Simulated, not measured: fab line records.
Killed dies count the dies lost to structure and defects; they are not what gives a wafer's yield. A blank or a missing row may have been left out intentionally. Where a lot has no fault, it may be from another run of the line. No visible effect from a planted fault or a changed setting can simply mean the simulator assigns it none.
Problem report, 8D (eight disciplines) form, completed by code -- flow berkeleyCmos170 -- the parts of the form that need people (team, actions taken, sign-off) are left out

== 1. WHAT IS WRONG ==
UCB170_NLDD_STRIP_10, oesProductAu: mean 0.980 a.u. on 3 wafers (1 lot); fault-free wafers 0.734 a.u., standard deviation 0.0048. Measured from the usual mean, that is +51 standard deviations.
The step: strips in O2.
First observed at day 9 04:25: wafer L598.1, on plasmaAsher-02. At this step, 15 wafers from 5 lots have a number in the record. Rule for "out" (also "out of limits"): further than 4 standard deviations from the usual mean. Any other wafer with a number is counted as sound.

== 2. WHAT IT IS; WHAT IT IS NOT ==
question,is,is not
which readings at this step,oesProductAu,-
which lots,L598,"L585, L588, L606, L607"
which wafers of those lots,all that have a number,-
read on which tools,plasmaAsher-02,"plasmaAsher-03, plasmaAsher-04"
when,from day 9 04:25,"up to then (6 sound wafers); but 6 sound wafers of L606, L607 came after"

== 3. THE SUSPECTS, EACH WITH WHAT RULES IT OUT ==
Counting: a tool at a process step up to the reading stays a suspect if it ran every lot that is out and no sound lot after the first of them.
- plasmaAsher-02 at UCB170_NLDD_STRIP_10 (strips in O2): kept. It ran the lot that is out, L598 (day 9 04:25), and no sound lot after that; its last sound lot up to then is L588 (day 7 02:44). Out on those wafers are its own readings of oesProductAu.
Remaining after the count: plasmaAsher-02 at UCB170_NLDD_STRIP_10.

== 4. THE CAUSE (what the simulator had put in) ==
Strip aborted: plasmaAsher-02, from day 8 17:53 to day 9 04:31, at UCB170_NLDD_STRIP_10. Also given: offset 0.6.
Counting left only this tool.

== 5. THE CHAIN OF EFFECTS, in route order ==
Each row: a reading whose mean over the struck wafers that have a number lies more than 3 standard deviations from the usual. Only readings for which the record gives a usual standard deviation are gone through. hours: the time from each lot's start at the first step in this table that gives one to its start at this step, as a median over the lots. sigmas: the change in usual standard deviations.
hours,step,reading,usual,on struck wafers,change,sigmas
0,UCB170_NLDD_STRIP_10,oesProductAu,0.734 a.u.,0.980,+0.246,+51
The process steps in it:
- UCB170_NLDD_STRIP_10: strips in O2.
Readings that are blank on the struck wafers while sound wafers have them: stripTimeToEndpointS at UCB170_NLDD_STRIP_10.
At these later measuring or inspecting steps, every struck wafer for which the step has a row has a number for every such reading, and none has moved that far: UCB170_NLDD_TW_MEAS_11.

== 6. WHAT WOULD HAVE CAUGHT IT SOONER ==
In this record the first reading out of limits was taken at day 9 04:25, 11 hours after the fault began at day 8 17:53.
